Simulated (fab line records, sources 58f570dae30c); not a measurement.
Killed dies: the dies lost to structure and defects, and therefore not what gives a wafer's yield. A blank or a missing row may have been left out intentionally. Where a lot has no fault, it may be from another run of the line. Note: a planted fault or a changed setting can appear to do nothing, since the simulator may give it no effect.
Which tool was responsible? :: flow berkeley-cmos170 :: 13 lots, 39 wafers sampled, at 4 steps of a route of 331

## WHAT THE GAUGES SHOWED, per wafer
UCB170_ACTIVE_CD_MEAS_13: the cd target is 1200 nm.
lot: L274
measured: day 5 00:44
on: cd-sem-01
cd-nm (nm): 1201.7 1201.2 1201.2

lot: L276
measured: day 5 10:59
on: cd-sem-01
cd-nm (nm): 1201.4 1200.5 1201.9

lot: L279
measured: day 5 20:29
on: cd-sem-01
cd-nm (nm): 1380.0 1381.3 1380.4

lot: L282
measured: day 6 18:17
on: cd-sem-02
cd-nm (nm): 1197.9 1199.4 1198.8

lot: L284
measured: day 7 05:33
on: cd-sem-02
cd-nm (nm): 1200.7 1201.0 1201.2

lot: L288
measured: day 7 23:09
on: cd-sem-02
cd-nm (nm): 1200.8 1200.7 1200.3

lot: L290
measured: day 9 03:02
on: cd-sem-01
cd-nm (nm): 1202.5 1201.5 1202.9

lot: L291
measured: day 9 03:20
on: cd-sem-02
cd-nm (nm): 1200.1 1201.2 1199.1

lot: L292
measured: day 9 03:04
on: cd-sem-02
cd-nm (nm): 1201.5 1201.1 1200.5

lot: L293
measured: day 9 03:37
on: cd-sem-02
cd-nm (nm): 1198.2 1198.4 1199.6

lot: L295
measured: day 9 13:03
on: cd-sem-01
cd-nm (nm): 1200.3 1200.3 1200.7

lot: L294
measured: day 9 13:18
on: cd-sem-02
cd-nm (nm): 1200.4 1201.2 1198.7

lot: L297
measured: day 9 21:58
on: cd-sem-01
cd-nm (nm): 1199.6 1199.5 1199.2

UCB170_PLDD_CD_MEAS_06: the cd target is 1200 nm.
lot: L274
measured: day 7 09:50
on: cd-sem-02
cd-nm (nm): 1198.9 1199.0 1199.3

lot: L276
measured: day 7 18:07
on: cd-sem-01
cd-nm (nm): 1199.1 1196.9 1198.7

lot: L279
measured: day 8 14:23
on: cd-sem-01
cd-nm (nm): 1200.0 1200.1 1198.5

lot: L282
measured: day 9 09:08
on: cd-sem-02
cd-nm (nm): 1199.5 1200.0 1198.2

lot: L284
measured: day 10 07:39
on: cd-sem-02
cd-nm (nm): 1198.0 1198.3 1196.9

lot: L288
measured: day 10 20:43
on: cd-sem-01
cd-nm (nm): 1199.5 1198.7 1198.5

lot: L290
measured: day 11 18:23
on: cd-sem-01
cd-nm (nm): 1198.3 1199.9 1199.1

lot: L291
measured: day 11 18:12
on: cd-sem-02
cd-nm (nm): 1198.2 1199.2 1197.9

lot: L292
measured: day 11 18:38
on: cd-sem-01
cd-nm (nm): 1200.7 1199.9 1199.5

lot: L293
measured: day 11 17:53
on: cd-sem-01
cd-nm (nm): 1202.1 1201.6 1202.8

lot: L295
measured: day 11 21:47
on: cd-sem-01
cd-nm (nm): 1203.1 1200.9 1198.8

lot: L294
measured: day 11 21:31
on: cd-sem-02
cd-nm (nm): 1200.2 1200.3 1201.1

lot: L297
measured: day 12 09:13
on: cd-sem-01
cd-nm (nm): 1201.4 1201.2 1201.3

## TOOL THAT RAN EACH LOT (tool first, then ch and the chambers of the sampled wafers, then the start)
lot: L274
UCB170_ZERO_STRIP_07: plasma-asher-04 ch 0,1, day 1 22:19
UCB170_ACTIVE_EXPOSE_10: krf-scanner-02 ch 0, day 5 00:20

lot: L276
UCB170_ZERO_STRIP_07: plasma-asher-04 ch 0,1, day 2 09:17
UCB170_ACTIVE_EXPOSE_10: krf-scanner-01 ch 0, day 5 10:19

lot: L279
UCB170_ZERO_STRIP_07: plasma-asher-03 ch 0,1, day 2 19:54
UCB170_ACTIVE_EXPOSE_10: krf-scanner-02 ch 0, day 5 20:04

lot: L282
UCB170_ZERO_STRIP_07: plasma-asher-04 ch 0,1, day 3 12:14
UCB170_ACTIVE_EXPOSE_10: krf-scanner-01 ch 0, day 6 17:54

lot: L284
UCB170_ZERO_STRIP_07: plasma-asher-01 ch 0,1, day 3 22:24
UCB170_ACTIVE_EXPOSE_10: krf-scanner-02 ch 0, day 7 05:10

lot: L288
UCB170_ZERO_STRIP_07: plasma-asher-03 ch 0,1, day 4 21:10
UCB170_ACTIVE_EXPOSE_10: krf-scanner-02 ch 0, day 7 22:42

lot: L290
UCB170_ZERO_STRIP_07: plasma-asher-03 ch 0,1, day 5 09:19
UCB170_ACTIVE_EXPOSE_10: krf-scanner-02 ch 0, day 9 02:18

lot: L291
UCB170_ZERO_STRIP_07: plasma-asher-01 ch 0,1, day 5 09:36
UCB170_ACTIVE_EXPOSE_10: krf-scanner-02 ch 0, day 9 02:54

lot: L292
UCB170_ZERO_STRIP_07: plasma-asher-03 ch 0, day 5 18:15
UCB170_ACTIVE_EXPOSE_10: krf-scanner-01 ch 0, day 9 02:33

lot: L293
UCB170_ZERO_STRIP_07: plasma-asher-01 ch 0,1, day 5 18:27
UCB170_ACTIVE_EXPOSE_10: krf-scanner-01 ch 0, day 9 03:08

lot: L295
UCB170_ZERO_STRIP_07: plasma-asher-01 ch 0,1, day 6 04:59
UCB170_ACTIVE_EXPOSE_10: krf-scanner-02 ch 0, day 9 12:40

lot: L294
UCB170_ZERO_STRIP_07: plasma-asher-04 ch 0,1, day 6 05:10
UCB170_ACTIVE_EXPOSE_10: krf-scanner-01 ch 0, day 9 12:54

lot: L297
UCB170_ZERO_STRIP_07: plasma-asher-04 ch 0, day 6 15:23
UCB170_ACTIVE_EXPOSE_10: krf-scanner-02 ch 0, day 9 21:34
- UCB170_ZERO_STRIP_07: strips in O2.
- UCB170_ACTIVE_EXPOSE_10: exposes mask ACTIVE, target cd 1200 nm.

## AS READ BY THE TOOLS THEMSELVES (means over the sampled wafers that have a number; for cases with no such wafer, the mark the record gives instead)
UCB170_ZERO_STRIP_07.
lot: L274
tool: plasma-asher-04
chamber-pressure-mTorr (mTorr): 3496
drypump-motor-current-A (A): 5.6
oes-product-au (a.u.): 0.728
strip-time-to-endpoint-s (s): 21.55

lot: L276
tool: plasma-asher-04
chamber-pressure-mTorr (mTorr): 3498
drypump-motor-current-A (A): 5.5
oes-product-au (a.u.): 0.726
strip-time-to-endpoint-s (s): 21.53

lot: L279
tool: plasma-asher-03
chamber-pressure-mTorr (mTorr): 3498
drypump-motor-current-A (A): 6.3
oes-product-au (a.u.): 0.723
strip-time-to-endpoint-s (s): 21.40

lot: L282
tool: plasma-asher-04
chamber-pressure-mTorr (mTorr): 3499
drypump-motor-current-A (A): 5.5
oes-product-au (a.u.): 0.724
strip-time-to-endpoint-s (s): 21.45

lot: L284
tool: plasma-asher-01
chamber-pressure-mTorr (mTorr): 3501
drypump-motor-current-A (A): 6.0
oes-product-au (a.u.): 0.727
strip-time-to-endpoint-s (s): 21.49

lot: L288
tool: plasma-asher-03
chamber-pressure-mTorr (mTorr): 3498
drypump-motor-current-A (A): 6.0
oes-product-au (a.u.): 0.724
strip-time-to-endpoint-s (s): 21.48

lot: L290
tool: plasma-asher-03
chamber-pressure-mTorr (mTorr): 3498
drypump-motor-current-A (A): 5.9
oes-product-au (a.u.): 0.730
strip-time-to-endpoint-s (s): 21.45

lot: L291
tool: plasma-asher-01
chamber-pressure-mTorr (mTorr): 3501
drypump-motor-current-A (A): 5.9
oes-product-au (a.u.): 0.722
strip-time-to-endpoint-s (s): 21.49

lot: L292
tool: plasma-asher-03
chamber-pressure-mTorr (mTorr): 3500
drypump-motor-current-A (A): 6.7
oes-product-au (a.u.): 0.731
strip-time-to-endpoint-s (s): 21.46

lot: L293
tool: plasma-asher-01
chamber-pressure-mTorr (mTorr): 3499
drypump-motor-current-A (A): 5.9
oes-product-au (a.u.): 0.723
strip-time-to-endpoint-s (s): 21.49

lot: L295
tool: plasma-asher-01
chamber-pressure-mTorr (mTorr): 3498
drypump-motor-current-A (A): 6.0
oes-product-au (a.u.): 0.725
strip-time-to-endpoint-s (s): 21.42

lot: L294
tool: plasma-asher-04
chamber-pressure-mTorr (mTorr): 3502
drypump-motor-current-A (A): 5.5
oes-product-au (a.u.): 0.727
strip-time-to-endpoint-s (s): 21.41

lot: L297
tool: plasma-asher-04
chamber-pressure-mTorr (mTorr): 3498
drypump-motor-current-A (A): 5.6
oes-product-au (a.u.): 0.726
strip-time-to-endpoint-s (s): 21.50

## THE ANSWER, worked out from the rows above alone
Rule: what is usual is taken from the lots themselves. Put in order of their means at a reading, lots are off if they are a third of the lots or fewer, leave a main group of 4 or more, and stand apart from it by a gap of 3 or more times the standard deviation of the main group's means; of several such gaps the widest counts. If all means in a main group match to the digits the tables above print for the reading, that group is not used. A lot without any number at a reading at which 4 lots or more have one is off too. Any other lot the step has rows for is counted as sound. First the gauges in route order, then the tools' own readings, where a lot's mean is used as printed above. The first step at which some lot is off is used, and at that step the reading that is off furthest; a lot without a number counts as furthest.
Off, at UCB170_ACTIVE_CD_MEAS_13 on cd-nm: L279. The main group: mean 1200.4 nm, standard deviation 1.
If a tool, at a process step before that reading, ran all the lots that are off and no sound lot after the first of them, it fits. The gauges at UCB170_ACTIVE_CD_MEAS_13 are tried like those tools. No candidate that was tried fits.

## WHAT THE SIMULATOR HAD INSERTED
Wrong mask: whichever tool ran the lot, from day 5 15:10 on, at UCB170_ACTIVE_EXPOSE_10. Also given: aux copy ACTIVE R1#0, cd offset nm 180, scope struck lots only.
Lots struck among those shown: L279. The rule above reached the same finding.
